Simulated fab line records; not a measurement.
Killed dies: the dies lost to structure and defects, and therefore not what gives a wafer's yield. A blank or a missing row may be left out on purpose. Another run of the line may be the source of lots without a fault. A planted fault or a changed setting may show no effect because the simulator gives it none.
Problem report in the 8D (eight disciplines) form, filled by code -- flow ritCmos -- the parts of the form that need people (team, actions taken, sign-off) are left out

## 1. THE PROBLEM
SILICIDE_TI_RS at RIT_SILICIDE_RS_MEAS_02 reads a mean of 52.0 ohm/sq on 3 wafers of 2 lots; wafers without a fault read 48.1 ohm/sq with a standard deviation of 0.58. That puts it +6.8 standard deviations away from the usual mean.
The step: measures by four-point-probe.
First seen on wafer L391.3, day 4 02:23, on filmMetro-03. Wafers with a number at this step in the record: 42, from 14 lots. Rule for "out", or "out of limits": more than 4 standard deviations from the usual mean. The rest of the wafers with a number are treated as sound.

## 2. WHAT IT IS; WHAT IT IS NOT
question,is,is not
which readings at this step,SILICIDE_TI_RS,-
which lots,"L391, L394","L388, L389, L392, L401, L402, L404, L405, L406, L407, L408, L409, L411"
which wafers of those lots,"L391.3, L394.1, L394.5","L391.2, L391.4, L394.4"
read on which gauges,"filmMetro-02, filmMetro-03",filmMetro-04
when,from day 4 02:23,"up to then (8 sound wafers); but 31 sound wafers of L392, L394, L401, L402, L404, L405, L406, L407, L408, L409, L411 came after"

## 3. SUSPECTS, AND WHAT RULES EACH OUT
Counting: a tool at a process step up to the reading stays a suspect if it ran every lot that is out. Sound lots after the first of them don't rule it out here, since some wafers of a struck lot are sound.
- the gauge at RIT_SILICIDE_RS_MEAS_02: ruled out. 2 gauges (filmMetro-02, filmMetro-03) read the wafers that are out.
- pvdSputter-02 at RIT_SILICIDE_SPUTTER_01 (material Ti, target thk 30 nm, time 240 s): kept. Every lot that is out went through it, the first being L391 (day 4 02:13); the last sound lot it ran before that was L388 (day 3 12:31). Its own cathodeDcPowerW readings are out on those wafers.
After counting, what remains is pvdSputter-02 at RIT_SILICIDE_SPUTTER_01.

## 4. THE CAUSE (what the simulator had put in)
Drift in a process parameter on pvdSputter-02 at RIT_SILICIDE_SPUTTER_01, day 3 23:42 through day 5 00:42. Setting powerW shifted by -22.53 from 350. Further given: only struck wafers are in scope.
Counting left only this tool.

## 5. THE CHAIN OF EFFECTS, in route order
One row per reading whose mean, taken over the struck wafers that have a number, lies over 3 standard deviations from the usual. Only readings whose record carries a usual standard deviation are examined. hours: median over the lots of the time between each lot's start at the first step of this table that gives one and its start at this step. sigmas: the change, counted in usual standard deviations.
hours,step,reading,usual,on struck wafers,change,sigmas
0,RIT_SILICIDE_SPUTTER_01,cathodeDcPowerW,349.99 W,327.46,-22.53,-99 or more
0,RIT_SILICIDE_RS_MEAS_02,SILICIDE_TI_RS,48.1 ohm/sq,52.0,+3.9,+6.8
2,RIT_SILICIDE_THK_MEAS_03,SILICIDE_TI_THK,30.0 nm,28.2,-1.8,-5.5
12,RIT_M1_PROBE_99,killed_at_M0_to_M3,0.0,0.3,+0.3,+4.0
The process steps in it:
- RIT_SILICIDE_SPUTTER_01: material Ti, target thk 30 nm, time 240 s.
- RIT_M1_PROBE_99

## 6. HOW IT WOULD HAVE BEEN CAUGHT EARLIER
3 hours passed between the start of the fault at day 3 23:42 and the first reading out of limits at a measuring or inspecting step in this record, taken at day 4 02:23.
The tool's own readings at RIT_SILICIDE_SPUTTER_01 were out on every struck wafer that the step has a row for (cathodeDcPowerW): an alarm limit on them would have fired on the first of those.
Of the lots that are out (2), L394 began RIT_SILICIDE_SPUTTER_01 on pvdSputter-02 after day 4 02:23. Had the tool been put on hold then, it would have been spared.
